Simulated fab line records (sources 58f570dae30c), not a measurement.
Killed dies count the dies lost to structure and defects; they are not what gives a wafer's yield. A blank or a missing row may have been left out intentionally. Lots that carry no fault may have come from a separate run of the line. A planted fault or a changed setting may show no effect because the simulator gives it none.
Split-lot study | flow berkeleyCmos170 | 23 wafers read across 5 lots, on a route 331 steps long

== THE SPLIT ITSELF ==
At UCB170_M1_SPUTTER_00 (material Al, target thk 600 nm, time 80 s), the setting powerW was moved away from the recipe's 6000 W on 6 of the 23 wafers read, by -11.3% to +9.4%. For the rest of the wafers, this setting stayed at what the recipe calls for.

== FROM SPLIT TO READING: 1 step shown by the file between the two ==
- UCB170_M1_RS_MEAS_01: measures by four-point-probe

== THE READING ==
M1_AL_THK, in nm, at UCB170_M1_THK_MEAS_02 (measures by xrf). Typical for fault-free wafers on this fab line: 604 nm, with standard deviation 9.6 nm.

wafer  | tool, chamber at the split | powerW as run, W | against the recipe | M1_AL_THK, nm | against lot-mates on the recipe
L076.1 | pvdSputter-03, -           | 6000             | recipe             | 587           | -
L076.2 | pvdSputter-03, -           | 6000             | recipe             | 594           | -
L076.6 | pvdSputter-03, -           | 6000             | recipe             | 589           | -
L077.1 | pvdSputter-04, -           | 5322             | -11.3%             | 551           | -58
L077.3 | pvdSputter-04, -           | 6000             | recipe             | 611           | -
L077.4 | pvdSputter-04, -           | 5322             | -11.3%             | 541           | -68
L077.5 | pvdSputter-04, -           | 6000             | recipe             | 607           | -
L077.6 | pvdSputter-04, -           | 5322             | -11.3%             | 554           | -55
L078.1 | pvdSputter-04, -           | 6000             | recipe             | 594           | -
L078.3 | pvdSputter-04, -           | 6565             | +9.4%              | 654           | +58
L078.4 | pvdSputter-04, -           | 6565             | +9.4%              | 662           | +66
L078.5 | pvdSputter-04, -           | 6565             | +9.4%              | 672           | +76
L078.6 | pvdSputter-04, -           | 6000             | recipe             | 597           | -
L080.1 | pvdSputter-03, -           | 6000             | recipe             | 589           | -
L080.2 | pvdSputter-03, -           | 6000             | recipe             | 589           | -
L080.4 | pvdSputter-03, -           | 6000             | recipe             | 592           | -
L080.5 | pvdSputter-03, -           | 6000             | recipe             | 590           | -
L080.6 | pvdSputter-03, -           | 6000             | recipe             | 594           | -
L085.1 | pvdSputter-03, -           | 6000             | recipe             | 602           | -
L085.2 | pvdSputter-03, -           | 6000             | recipe             | 611           | -
L085.3 | pvdSputter-03, -           | 6000             | recipe             | 605           | -
L085.4 | pvdSputter-03, -           | 6000             | recipe             | 601           | -
L085.6 | pvdSputter-03, -           | 6000             | recipe             | 611           | -

THE FIT
A straight line over all 23 wafers: M1_AL_THK changes by +5.42 nm for each +1% of powerW; r = +0.95; the points scatter about the line by 10 nm.
The same after taking each lot's own level away (the mean of its wafers on the recipe; 23 wafers): +6.1 nm for each +1%; r = +0.98; scatter 6.1 nm.
On that fit, the largest move of powerW shifts the reading by 69 nm.
From 590.0 to 609.0 nm: that is the span of the lots' own levels, equal to 2.0 times the standard deviation above.
Hence the slope depends on the lot-to-lot level, as the two fits are not the same.
Check: with one of the wafers moved furthest among these (-11.3%) left out of the fit, the line predicts -69.1 nm for it against its lot-mates. Against them it came out at -58 nm.

== OTHER SPLITS ON THESE WAFERS ==
Note: prior to the reading, these wafers also went through further splits. Each is held against what the fit with the lots' levels taken away leaves over:
other split on the same wafers   | wafers away from the commonest value | r with M1_AL_THK (lot level and that fit taken away)
UCB170_NLDD_IMPLANT_08 doseCm2   | 6                                    | -0.13
UCB170_NLDD_STRIP_10 o2FlowSccm  | 9                                    | -0.09
UCB170_PSD_IMPLANT_08 energyKev  | 4                                    | +0.42
UCB170_NSD_IMPLANT_08 doseCm2    | 9                                    | -0.23
UCB170_SDANNEAL_RTA_00 timeS     | 7                                    | -0.10
UCB170_CONTACT_CVD_01 o2FlowSccm | 15                                   | +0.08

== THE WHOLE CHAIN: every reading that the file lists as answering this split, in the file's order ==
step                  | what it does                              | reading                                                                    | change (the file's fit)               | r (the file's)
UCB170_M1_SPUTTER_00  | material Al, target thk 600 nm, time 80 s | Al_of_M1_SPUTTER_00.thkNm (the simulator's own value, which no gauge read) | +5.97 nm for each +1% of the setting  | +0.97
UCB170_M1_RS_MEAS_01  | measures by four-point-probe              | M1_AL_RS                                                                   | -0.000498 for each +1% of the setting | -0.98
UCB170_M1_THK_MEAS_02 | measures by xrf                           | M1_AL_THK                                                                  | +6.04 for each +1% of the setting     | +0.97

== THE FILE'S OWN FIT ==
M1_AL_THK changes by +6.04 nm for each +1% of powerW, r = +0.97.
